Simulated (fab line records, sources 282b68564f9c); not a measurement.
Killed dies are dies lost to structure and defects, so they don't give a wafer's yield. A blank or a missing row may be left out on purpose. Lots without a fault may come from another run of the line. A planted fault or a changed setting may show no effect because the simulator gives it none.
A struck lot beside a sound one | flow rit_cmos | 15 steps out of a route of 202
Sound: wafers L587.1, L587.4, L587.6. Struck: wafer L591.5. (L591.1, L591.3 of the same lot were not struck and are left out.) The cause comes at the end.
At each step with rows: each side's tool, then ch and its chambers, then its first start. Under that, the readings that differ: sound wafers | struck wafers | difference of the means | sigmas: that difference in standard deviations of wafers without a fault.
alike: readings whose means differ by less than 2 such deviations, and words and numbers that are the same on both sides. not compared: withheld readings, readings that some wafer has no value for, bounds like >300 that may hide the same value, and numbers for which the record gives no deviation and whose values overlap.
The two part at a step that has a row with sigmas, a row that says differs or no value, or rows on one side only. Numbers that don't overlap but have no deviation are shown without sigmas and don't part them. A reading that every wafer of one side lacks parts them only if that side has two wafers or more.

RIT_M1_SPUTTER_00: material Al, target thk 400 nm, time 500 s.
  sound on pvd_sputter-03, day 6 00:33; struck on pvd_sputter-03, day 6 22:42
  alike: cathode_dc_power_W, throttle_valve_pct
RIT_M1_RS_MEAS_01: measures by four-point-probe.
  sound on film_metro-01, day 6 00:50; struck on film_metro-01, day 6 22:59
  alike: M1_AL_RS
RIT_M1_THK_MEAS_02: measures by xrf.
  sound on film_metro-01, day 6 00:58; struck on film_metro-01, day 6 23:07
  alike: M1_AL_THK
then, 6 steps without rows for these wafers: RIT_M1_HMDS_03 (prime time 60 s); RIT_M1_COAT_04 (resist thk 1322 nm); RIT_M1_SOFTBAKE_05 (time 60 s); RIT_M1_EXPOSE_06 (exposes mask M12, target cd 2600 nm); RIT_M1_PEB_07; RIT_M1_DEVELOP_08 (develop time 68 s).
RIT_M1_CD_MEAS_09: target cd 2600 nm.
  sound on cd_sem-02, day 6 02:13; struck on cd_sem-02, day 7 00:11
  alike: cd_nm
RIT_M1_OVL_MEAS_10:
  sound on overlay-02, day 6 02:20; struck on overlay-01, day 7 00:18
  alike: M1_OVL
then, 1 step without rows for these wafers: RIT_M1_HARDBAKE_11 (time 120 s).
RIT_M1_METAL_ETCH_12: etches Al in Cl2/BCl3, stops on SiO2, time 165 s, target depth 600 nm.
  sound on rie_metal-02 ch 0,1, day 6 02:37; struck on rie_metal-03 ch 1, day 7 00:35
  reading                                 | sound             | struck | difference | sigmas
  bcl3_flow_sccm (sccm)                   | 50.07 50.24 50.14 | 49.79  | -0.36      | -3
  rf_fwd_power_W (W)                      | 248.3 249.3 248.6 | 219.7  | -29.0      | -40
  model.NOVOLAK_of_M1_COAT_04.thk_nm (nm) | 818.4 820.1 822.7 | 858.7  | +38.3      |
  alike: drypump_motor_current_A, oes_product_au, throttle_valve_pct
  not compared: rf_hours_counter_h
then, 1 step without rows for these wafers: RIT_M1_STRIP_13 (strips in nmp, time 600 s).
RIT_M1_PROBE_99:
  sound on prober-02, day 6 04:52; struck on prober-02, day 7 03:13
  reading                               | sound                      | struck   | difference | sigmas
  sort_bin_3_pad_short (%)              | 0 0 0                      | 0.4      | +0.4       | +2
  model.etest.antenna_m1.vt_shift_v (V) | -0.01272 -0.01403 -0.01132 | -0.01004 | +0.00265   |
  alike: defect_limited_yield, killed_at_contacts, killed_at_front_end, killed_dies, killed_open, killed_short, sort_bin_5_function, sort_bin_6_memory, sort_n_pass, sort_yield_pct

WHERE THEY PART
First at RIT_M1_METAL_ETCH_12; last, within this record, at RIT_M1_PROBE_99.

WHY: what the simulator had put in
Process parameter drift: rie_metal-03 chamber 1, from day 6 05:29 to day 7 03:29, at RIT_M1_METAL_ETCH_12. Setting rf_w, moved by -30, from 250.
